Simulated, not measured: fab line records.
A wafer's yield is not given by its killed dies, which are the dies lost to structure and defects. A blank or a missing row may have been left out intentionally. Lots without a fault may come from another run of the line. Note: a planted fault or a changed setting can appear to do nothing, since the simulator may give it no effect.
Shared-tool check    flow rit cmos    Lots sampled 13, wafers sampled 39

## REASON IT WAS OPENED
RIT_PSD_TW_MEAS_10, reading PSD_TW: flagged on 2 of 13 lots. Wafers without a fault read 3450, standard deviation 34.
Rule: a lot is flagged in two cases, either no wafer of it has a number, or all its wafers with numbers fall more than 4 standard deviations from that mean. The rest of the lots are taken to be sound.

lot   measured     on             PSD_TW, wafer by wafer  flag
L475  day 3 02:04  film metro-04  3453 3459 3433          
L476  day 3 06:57  film metro-04  3455 3473 3439          
L477  day 3 12:22  film metro-02  3504 3529 3508          
L478  day 3 16:05  film metro-04  3442 3449 3439          
L479  day 3 22:04  film metro-03  3413 3429 3424          
L480  day 4 05:25  film metro-03  3438 3437 3438          
L481  day 4 07:18  film metro-02  3507 3490 3502          
L482  day 4 12:19  film metro-02  3704 3715 3699          FLAGGED
L483  day 4 18:04  film metro-03  3435 3427 3441          
L484  day 5 03:52  film metro-02  3672 3661 3653          FLAGGED
L493  day 7 00:47  film metro-03  3435 3422 3441          
L494  day 7 02:40  film metro-04  3413 3411 3428          
L498  day 7 20:57  film metro-04  3436 3402 3412          
The mean of the flagged lots' numbers is 3684, +234 from the usual (+7 standard deviations).

## LOT BY LOT: THE TOOL USED
The record keeps 1 process step preceding the reading, out of 202 steps on the route. Every cell lists first the tool, next ch and the chambers used by the sampled wafers, and last the start.
lot   flag     RIT_PSD_IMPLANT_08
L475           implanter-02 ch 0, day 3 01:45
L476           implanter-02 ch 0, day 3 06:37
L477           implanter-02 ch 0, day 3 12:02
L478           implanter-02 ch 0, day 3 15:46
L479           implanter-02 ch 0, day 3 21:46
L480           implanter-01 ch 0, day 4 05:07
L481           implanter-01 ch 0, day 4 06:59
L482  FLAGGED  implanter-01 ch 0, day 4 11:59
L483           implanter-02 ch 0, day 4 17:44
L484  FLAGGED  implanter-01 ch 0, day 5 03:33
L493           implanter-02 ch 0, day 7 00:28
L494           implanter-04 ch 0, day 7 02:22
L498           implanter-02 ch 0, day 7 20:37
What these steps do:
- RIT_PSD_IMPLANT_08
- RIT_PSD_TW_MEAS_10

## FLAGGED AGAINST TOTAL, ONE TOOL AT A TIME (gauges that did the reading follow at the end)
step                tool           lots run  flagged  share of the flagged lots  sound lots run after its first flagged lot
RIT_PSD_IMPLANT_08  implanter-01   4         2        all                        0
RIT_PSD_IMPLANT_08  implanter-02   8         0        none                       -
RIT_PSD_IMPLANT_08  implanter-04   1         0        none                       -
RIT_PSD_TW_MEAS_10  film metro-02  4         2        all                        0
RIT_PSD_TW_MEAS_10  film metro-03  4         0        none                       -
RIT_PSD_TW_MEAS_10  film metro-04  5         0        none                       -

## THE TABLE: WHAT IT ALLOWS
implanter-01 at RIT_PSD_IMPLANT_08 and film metro-02 at RIT_PSD_TW_MEAS_10 are the 2 rows of the table that ran each flagged lot.
- implanter-01 at RIT_PSD_IMPLANT_08: 2 of its 4 lots flagged. It ran its last sound lot, L481, at day 4 06:59 and its first flagged lot, L482, at day 4 11:59: a fault with its onset between the two fits. Its own readings lie more than 4 standard deviations out on every wafer of the flagged lots: beam energy keV.
- film metro-02 at RIT_PSD_TW_MEAS_10: 2 of its 4 lots flagged. It ran its last sound lot, L481, at day 4 07:18 and its first flagged lot, L482, at day 4 12:19: a fault with its onset between the two fits.
Because each of these 2 tools fits a fault that began at some hour, counting lots does not separate them. More lots, or a look at what each step does to the wafer, might.

## WHAT THE SIMULATOR HAD INSERTED
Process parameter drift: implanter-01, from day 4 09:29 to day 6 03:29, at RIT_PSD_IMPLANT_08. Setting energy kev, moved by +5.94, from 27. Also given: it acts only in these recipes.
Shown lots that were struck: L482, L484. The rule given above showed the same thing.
